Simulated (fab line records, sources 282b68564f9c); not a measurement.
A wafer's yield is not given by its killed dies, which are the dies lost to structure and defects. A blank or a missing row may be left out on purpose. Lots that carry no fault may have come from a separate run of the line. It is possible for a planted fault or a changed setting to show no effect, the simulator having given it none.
Comparing a struck lot with a sound one | flow rit-cmos | 16 out of 202 route steps
Sound: wafers L889.1, L889.3, L889.6. The struck wafers were L895.1, L895.4, L895.6. At the end, the cause is stated.
Each step with rows lists, per side, the tool, then ch with its chambers, then its first start. Under that, the readings that differ: sound wafers | struck wafers | difference of the means | sigmas: that difference in standard deviations of wafers without a fault.
alike: readings with means less than 2 such deviations apart, plus words and numbers identical on both sides. not compared: withheld readings, readings lacking a value on some wafer, bounds such as >300 that could conceal the same value, and numbers that have no deviation in the record and whose values overlap.
A row with sigmas, a row that says differs or no value, or rows on one side alone: a step with any of these is where the two part. Numbers that don't overlap but have no deviation are shown without sigmas and don't part them. Lack of a reading on every wafer of one side parts them only where that side has two or more wafers.

first, 4 steps without rows for these wafers: RIT_ACTIVE_SOFTBAKE_07 (time 60 s); RIT_ACTIVE_EXPOSE_08 (exposes mask M1, target cd 1400 nm); RIT_ACTIVE_PEB_09; RIT_ACTIVE_DEVELOP_10 (develop time 50 s).
RIT_ACTIVE_CD_MEAS_11: target cd 1400 nm.
  struck on cd-sem-01, day 3 22:20; sound on cd-sem-02, day 2 17:18
  alike: cd-nm
then, 1 step without rows for these wafers: RIT_ACTIVE_HARDBAKE_12 (time 60 s).
RIT_ACTIVE_ETCH_13: etches Si3N4 in SF6, stops on SiO2, time 210 s, target depth 210 nm.
  sound on rie-diel-03 ch 0,1,3, day 2 17:34; struck on rie-diel-04 ch 0,2, day 3 22:36
  alike: drypump-motor-current-A, oes-product-au, throttle-valve-pct
  not compared: rf-hours-counter-h
RIT_ACTIVE_STRIP_14: strips in O2, time 180 s.
  sound on plasma-asher-03 ch 0,1, day 2 17:42; struck on plasma-asher-03 ch 1, day 3 22:44
  alike: drypump-motor-current-A
  not compared: rf-hours-counter-h
RIT_ACTIVE_CD_MEAS_90: target cd 1400 nm.
  struck on cd-sem-01, day 3 22:55; sound on cd-sem-02, day 2 17:52
  alike: cd-nm
then, 3 steps without rows for these wafers: RIT_ACTIVE_CLEAN_15 (cleans in SC1, time 600 s); RIT_ACTIVE_CLEAN_16 (cleans in dHF, time 30 s); RIT_ACTIVE_CLEAN_17 (cleans in SC2, time 600 s).
RIT_FOX1_OXIDATION_00: target thk 350.7 nm, ox time 1130 s.
  sound on furnace-03 ch 0, day 2 18:22; struck on furnace-03 ch 0, day 3 23:23
  reading                                     | sound                | struck               | difference | sigmas
  spike-tc-centre-C (C)                       | 1102.0 1100.7 1103.0 | 1062.6 1063.3 1062.0 | -39.3      | -36
  spike-tc-load-C (C)                         | 1124 1125 1124       | 1083 1083 1084       | -41        | -12
  spike-tc-source-C (C)                       | 1130 1132 1131       | 1089 1089 1090       | -42        | -11
  tube-center-temp-C (C)                      | 1100.1 1100.1 1100   | 1059.9 1059.9 1060   | -40.1      | -99 or more
  tube_center_temp_C_max                      | 1103.3 1103.4 1102.9 | 1062.9 1062.5 1063.4 | -40.3      | -89
  model.SiO2_of_FOX1_OXIDATION_00.thk-nm (nm) | 333.4 337.2 339.5    | 271.3 268.1 264.5    | -68.7      |
  alike: zone-power-source-pct
RIT_FOX1_THK_MEAS_01:
  struck on film-metro-04, day 4 00:43; sound on film-metro-04, day 2 19:41
  reading             | sound       | struck      | difference | sigmas
  FOX1_OXIDE_THK (nm) | 334 338 340 | 272 268 264 | -69        | -8
then, 1 step without rows for these wafers: RIT_FOX1_WET_ETCH_02 (etches SiO2 in BOE, target depth 350 nm, time 390 s).
RIT_M1_PROBE_99:
  struck on prober-02, day 5 17:51; sound on prober-02, day 4 16:59
  reading                             | sound                | struck              | difference | sigmas
  model.etest.nplus-sal.width-nm (nm) | 3485 3465 3469       | 3542 3512 3569      | +68        |
  model.etest.pplus-sal.width-nm (nm) | 3471 3460 3474       | 3519 3507 3544      | +55        |
  model.etest.nldd.width-nm (nm)      | 3228 3204 3213       | 3234 3264 3252      | +35        |
  model.etest.pldd.width-nm (nm)      | 3224 3219 3215       | 3243 3259 3273      | +39        |
  model.etest.field-p.vt-v (V)        | -12.73 -12.63 -12.67 | -13.77 -13.8 -13.81 | -1.12      |
  alike: killed_at_M0_to_M3, killed-at-contacts, killed-at-front-end, killed-dies, killed-open, killed-short

WHERE THEY PART
Earliest at RIT_FOX1_OXIDATION_00; latest, in this record, at RIT_FOX1_THK_MEAS_01. Later steps at which nothing parts them and some readings are alike: RIT_M1_PROBE_99.

WHY: the cause the simulator had injected
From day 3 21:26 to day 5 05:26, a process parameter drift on furnace-03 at RIT_FOX1_OXIDATION_00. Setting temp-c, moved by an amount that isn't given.
